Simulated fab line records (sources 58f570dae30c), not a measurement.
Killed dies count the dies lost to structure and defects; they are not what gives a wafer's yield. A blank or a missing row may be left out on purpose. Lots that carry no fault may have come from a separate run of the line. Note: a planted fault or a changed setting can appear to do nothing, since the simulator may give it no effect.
What tool caused it? -- flow berkeleyCmos170 -- 21 wafers from 7 lots sampled at 4 of the route's 331 steps

## WHAT THE GAUGES SHOWED, per wafer
UCB170_M1_RS_MEAS_01: uses a four-point probe to measure.
lot,measured,on,M1_AL_RS (ohm/sq)
L755,day 7 03:20,filmMetro-02,0.0488 0.0490 0.0477
L756,day 7 15:35,filmMetro-02,0.0494 0.0491 0.0493
L758,day 8 03:18,filmMetro-01,0.0489 0.0475 0.0487
L761,day 9 02:45,filmMetro-04,0.0480 0.0485 0.0483
L763,day 9 14:35,filmMetro-01,0.0490 0.0492 0.0492
L766,day 10 02:35,filmMetro-04,0.0490 0.0491 0.0488
L776,day 11 21:07,filmMetro-04,0.0493 0.0489 0.0489

## WHAT TOOL EACH LOT RAN ON (gives the tool, then ch and the chambers of the sampled wafers, and finally the start)
lot,UCB170_NLDD_STRIP_10,UCB170_CONTACT_RTA_08,UCB170_CONTACT_ETCH_17
L755,"plasmaAsher-01 ch 0,1, day 6 08:58","rtpAnneal-01 ch 0, day 7 01:28","rieDiel-02 ch 0,1,3, day 7 02:40"
L756,"plasmaAsher-03 ch 1, day 6 22:40","rtpAnneal-01 ch 0, day 7 13:47","rieDiel-04 ch 0,1,2, day 7 14:58"
L758,"plasmaAsher-03 ch 0,1, day 7 11:16","rtpAnneal-01 ch 0, day 8 01:16","rieDiel-01 ch 0,3, day 8 02:34"
L761,"plasmaAsher-03 ch 0,1, day 8 09:52","rtpAnneal-01 ch 0, day 9 00:53","rieDiel-01 ch 0,1, day 9 01:57"
L763,"plasmaAsher-03 ch 0,1, day 8 21:27","rtpAnneal-02 ch 0, day 9 12:22","rieDiel-01 ch 0,2,3, day 9 13:44"
L766,"plasmaAsher-01 ch 0,1, day 9 11:29","rtpAnneal-02 ch 0, day 10 00:19","rieDiel-02 ch 0,1,3, day 10 01:55"
L776,"plasmaAsher-03 ch 0,1, day 11 04:20","rtpAnneal-01 ch 0, day 11 18:41","rieDiel-01 ch 0,3, day 11 20:17"
- UCB170_NLDD_STRIP_10: strips in O2.
- UCB170_CONTACT_RTA_08: time 10 s.
- UCB170_CONTACT_ETCH_17: etches BARC in N2/H2.

## THE ANSWER, worked out from the rows above alone
Rule: usual is defined by the lots themselves. The widest of any qualifying gaps counts: lots, ordered by their means at a reading, are off when they make up no more than a third of the lots, leave a main group of 4 or more, and stand apart from it by 3 or more times the standard deviation of that group's means. Not used: any main group whose means are identical at the precision the tables above print for the reading. A lot without any number at a reading at which 4 lots or more have one is off too. All remaining lots with rows at the step are treated as sound.
No lot is off on any of the readings shown, so nothing can be concluded from this.

## WHAT THE SIMULATOR HAD PUT IN
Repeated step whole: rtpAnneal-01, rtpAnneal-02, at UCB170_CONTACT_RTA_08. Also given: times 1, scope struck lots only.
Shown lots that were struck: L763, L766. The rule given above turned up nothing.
